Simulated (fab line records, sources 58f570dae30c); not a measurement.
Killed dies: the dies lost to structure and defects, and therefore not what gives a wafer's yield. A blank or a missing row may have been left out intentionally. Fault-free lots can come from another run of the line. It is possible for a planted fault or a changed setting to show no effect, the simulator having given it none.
Which tool was responsible?	flow berkeley-cmos170	15 lots with 45 wafers sampled at 4 steps, on a route of 331 steps

== WHAT THE GAUGES SHOWED, per wafer ==
UCB170_FIELD_THK_MEAS_02.
lot	measured	on	FIELD_OXIDE_THK (nm)
L498	day 4 18:08	film-metro-03	568 568 574
L500	day 5 11:37	film-metro-04	568 578 571
L501	day 5 11:41	film-metro-04	588 580 583
L502	day 5 15:20	film-metro-04	569 566 576
L505	day 6 05:28	film-metro-03	548 553 559
L504	day 6 05:29	film-metro-04	585 576 572
L506	day 7 03:50	film-metro-03	548 560 550
L507	day 7 03:50	film-metro-04	573 572 573
L508	day 7 03:50	film-metro-01	547 559 549
L509	day 7 03:54	film-metro-04	555 555 555
L510	day 7 09:31	film-metro-01	563 564 570
L511	day 7 09:32	film-metro-04	573 562 571
L513	day 8 03:51	film-metro-01	564 548 557
L514	day 8 03:55	film-metro-04	557 550 560
L520	day 9 00:05	film-metro-04	557 556 562

UCB170_PVT_TW_MEAS_09.
lot	measured	on	PVT_TW
L498	day 5 16:10	film-metro-01	512 507 509
L500	day 6 14:57	film-metro-04	501 500 501
L501	day 6 14:15	film-metro-01	506 508 510
L502	day 6 17:53	film-metro-03	506 505 502
L505	day 7 15:28	film-metro-03	505 504 505
L504	day 7 15:50	film-metro-01	504 501 502
L506	day 8 08:23	film-metro-01	505 505 504
L507	day 8 08:56	film-metro-03	502 498 501
L508	day 8 09:29	film-metro-04	505 508 504
L509	day 8 09:11	film-metro-04	505 510 505
L510	day 8 14:23	film-metro-04	503 507 506
L511	day 8 14:26	film-metro-03	500 503 500
L513	day 9 04:02	film-metro-01	514 512 513
L514	day 9 03:45	film-metro-03	503 504 504
L520	day 9 21:04	film-metro-03	504 506 503

UCB170_NSD_TW_MEAS_10.
lot	measured	on	NSD_TW
L498	day 6 17:09	film-metro-01	4178 4181 4183
L500	day 7 20:08	film-metro-01	4179 4165 4167
L501	day 7 20:20	film-metro-01	4157 4161 4157
L502	day 7 20:20	film-metro-03	4192 4153 4179
L505	day 8 13:55	film-metro-02	4187 4181 4158
L504	day 8 14:18	film-metro-01	4155 4188 4187
L506	day 9 07:41	film-metro-03	4150 4159 4160
L507	day 9 08:19	film-metro-03	4148 4157 4162
L508	day 9 08:34	film-metro-01	4212 4193 4227
L509	day 9 07:58	film-metro-01	4198 4191 4213
L510	day 9 12:34	film-metro-02	4161 4196 4174
L511	day 9 12:14	film-metro-01	4213 4237 4242
L513	day 10 08:26	film-metro-03	4148 4146 4173
L514	day 10 07:02	film-metro-02	4185 4165 4198
L520	day 11 03:43	film-metro-01	4178 4186 4163

== WHAT TOOL EACH LOT RAN ON (gives the tool, then ch and the chambers of the sampled wafers, and finally the start) ==
lot	UCB170_SPACER_CVD_00
L498	pecvd-02 ch 0,2, day 6 08:06
L500	pecvd-02 ch 0,2, day 7 09:56
L501	pecvd-04 ch 1,2, day 7 10:26
L502	pecvd-03 ch 0,1,2, day 7 10:12
L505	pecvd-03 ch 0,2, day 8 06:39
L504	pecvd-04 ch 0,1,2, day 8 06:49
L506	pecvd-03 ch 0,1,2, day 9 01:27
L507	pecvd-04 ch 0,1,2, day 9 01:44
L508	pecvd-03 ch 0,2, day 9 02:05
L509	pecvd-02 ch 0,1,2, day 9 02:05
L510	pecvd-02 ch 0,2, day 9 06:44
L511	pecvd-03 ch 1,2, day 9 06:22
L513	pecvd-03 ch 1,2, day 9 21:54
L514	pecvd-03 ch 1,2, day 9 22:16
L520	pecvd-02 ch 0,1,2, day 10 18:08
- UCB170_SPACER_CVD_00: deposits SiO2 from TEOS/O2, target thk 376 nm, time 47 s.

== AS READ BY THE TOOLS THEMSELVES (means over the sampled wafers that have a number; for cases with no such wafer, the mark the record gives instead) ==
UCB170_SPACER_CVD_00.
lot	tool	heater-power-w (W)	rf-fwd-power-W (W)
L498	pecvd-02	282	546.9
L500	pecvd-02	247	546.2
L501	pecvd-04	260	544.0
L502	pecvd-03	278	544.1
L505	pecvd-03	227	544.2
L504	pecvd-04	284	545.7
L506	pecvd-03	233	544.6
L507	pecvd-04	254	545.5
L508	pecvd-03	243	547.1
L509	pecvd-02	275	545.0
L510	pecvd-02	285	545.5
L511	pecvd-03	293	480.8
L513	pecvd-03	305	481.0
L514	pecvd-03	266	479.1
L520	pecvd-02	287	544.4

== THE ANSWER, worked out from the rows above alone ==
Rule: what is usual is taken from the lots themselves. Put in order of their means at a reading, lots are off if they are a third of the lots or fewer, leave a main group of 4 or more, and stand apart from it by a gap of 3 or more times the standard deviation of the main group's means; of several such gaps the widest counts. If all means in a main group match to the digits the tables above print for the reading, that group is not used. Also off: a lot with no number at a reading for which 4 or more lots have one. Where the step has rows for the other lots, those lots are counted as sound. Order of review: gauges by route order, followed by the tools' own readings, for which a lot's mean as printed above is used. The first step at which some lot is off is used, and at that step the reading that is off furthest; a lot without a number counts as furthest.
Off: L511, L513, L514 (UCB170_SPACER_CVD_00, rf-fwd-power-W). The main group: mean 545.3 W, standard deviation 1.
A tool fits if, at that step or a process step before it, it ran every lot that is off, and no sound lot after the first of them. One fits: UCB170_SPACER_CVD_00 on pecvd-03. Its last sound lot is L508 (day 9 02:05), its first lot that is off L511 (day 9 06:22): a fault that began between those two fits.
On the lots that are off, the tool's own readings at UCB170_SPACER_CVD_00 differ by more than 5 times the standard deviation of the sound lots' means, which bears it out; rf-fwd-power-W reads 480.3 W there versus 545.3 W on the sound lots.

== WHAT WAS PUT IN BY THE SIMULATOR ==
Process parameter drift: pecvd-03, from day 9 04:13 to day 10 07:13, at UCB170_SPACER_CVD_00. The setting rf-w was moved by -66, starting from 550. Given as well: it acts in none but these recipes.
Lots struck among those shown: L511, L513, L514. Same finding as the rule above.
